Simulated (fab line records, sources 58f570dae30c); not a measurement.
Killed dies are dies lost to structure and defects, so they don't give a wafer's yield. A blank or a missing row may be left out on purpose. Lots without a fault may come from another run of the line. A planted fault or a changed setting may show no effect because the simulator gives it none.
Which tool did it? | flow berkeley_cmos170 | 7 lots, 21 wafers sampled, at 2 steps of a route of 331

WHAT THE GAUGES READ, wafer by wafer
UCB170_SDANNEAL_RS_MEAS_05: measures by four-point-probe.
lot  | measured     | on            | NLDD_RS (ohm/sq)
L517 | day 7 19:59  | film_metro-03 | 615.3 615.9 616.7
L519 | day 7 18:33  | film_metro-03 | 615.0 616.3 616.2
L522 | day 9 06:28  | film_metro-01 | 614.5 617.0 614.4
L528 | day 10 07:07 | film_metro-04 | 618.7 618.2 616.5
L531 | day 10 13:33 | film_metro-03 | 616.7 617.8 615.9
L534 | day 11 07:58 | film_metro-03 | 614.6 615.7 617.2
L538 | day 12 08:20 | film_metro-01 | 614.8 615.7 615.0

WHICH TOOL RAN EACH LOT (tool, then ch and the chambers of the sampled wafers, then the start)
lot  | UCB170_NLDD_IMPLANT_08
L517 | implanter-04 ch 0, day 7 09:24
L519 | implanter-02 ch 0, day 7 07:26
L522 | implanter-01 ch 0, day 8 19:50
L528 | implanter-02 ch 0, day 9 19:35
L531 | implanter-02 ch 0, day 10 00:02
L534 | implanter-04 ch 0, day 10 18:46
L538 | implanter-04 ch 0, day 11 15:55
- UCB170_NLDD_IMPLANT_08

THE ANSWER, worked out from the rows above alone
Rule: what is usual is taken from the lots themselves. Put in order of their means at a reading, lots are off if they are a third of the lots or fewer, leave a main group of 4 or more, and stand apart from it by a gap of 3 or more times the standard deviation of the main group's means; of several such gaps the widest counts. A main group whose means are all the same, to the digits that the tables above print for the reading, isn't used. A lot without any number at a reading at which 4 lots or more have one is off too. The other lots that the step has rows for count as sound.
No lot is off at any reading shown: from this, nothing can be told.

WHAT THE SIMULATOR HAD PUT IN
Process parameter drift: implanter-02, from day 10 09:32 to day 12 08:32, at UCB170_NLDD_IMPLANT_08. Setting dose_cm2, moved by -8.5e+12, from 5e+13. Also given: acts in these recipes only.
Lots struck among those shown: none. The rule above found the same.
